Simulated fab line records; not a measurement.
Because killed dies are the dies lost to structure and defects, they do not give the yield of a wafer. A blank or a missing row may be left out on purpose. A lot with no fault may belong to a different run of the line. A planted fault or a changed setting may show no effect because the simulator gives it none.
Matching of chambers / flow rit cmos / RIT_CONTACT_CVD_00 on pecvd-02 has 3 sister chambers
The step deposits SiO2 from TEOS, target thk 400 nm, time 58.18 s. 6 wafers are shown with their chamber, then 7 later ones without.

## WAFERS PAIRED WITH THEIR CHAMBERS
wafer=L361.5; chamber=1; heater power w (W)=249
wafer=L364.1; chamber=0; heater power w (W)=312
wafer=L364.5; chamber=1; heater power w (W)=284
wafer=L364.6; chamber=0; heater power w (W)=312
wafer=L367.3; chamber=2; heater power w (W)=325
wafer=L367.5; chamber=2; heater power w (W)=330

## WAFERS MISSING THEIR CHAMBER
wafer=L367.6; heater power w (W)=203
wafer=L370.1; heater power w (W)=261
wafer=L370.2; heater power w (W)=268
wafer=L370.4; heater power w (W)=287
wafer=L373.1; heater power w (W)=325
wafer=L373.2; heater power w (W)=268
wafer=L373.6; heater power w (W)=289

## WHICH CHAMBER EACH WENT THROUGH
wafer=L367.6; from the rows above=1; in truth=1
wafer=L370.1; from the rows above=1; in truth=1
wafer=L370.2; from the rows above=1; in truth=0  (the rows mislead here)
wafer=L370.4; from the rows above=can't be placed: 1 or 0 or 2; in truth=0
wafer=L373.1; from the rows above=can't be placed: 2 or 0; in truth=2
wafer=L373.2; from the rows above=1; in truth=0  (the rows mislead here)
wafer=L373.6; from the rows above=can't be placed: 1 or 0 or 2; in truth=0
Correctly placed: 2 of 7. These rows do not allow placing 3 (true chamber among the candidates in 3). Placed wrongly: 2.
How it was worked out, from the rows above alone: a wafer's distance from a chamber is the root of the sum, over the readings, of the square of ((its reading less the chamber's mean) divided by the reading's scatter). The wafer belongs to the nearest chamber; if the next one is less than 2 further off, it can't be placed. The mean given for a chamber averages the wafers shown for that chamber. How the scatter is found: for the shown wafers, subtract from each reading the mean of its chamber, square and add these, divide the total by (wafers less chambers), then take the root.
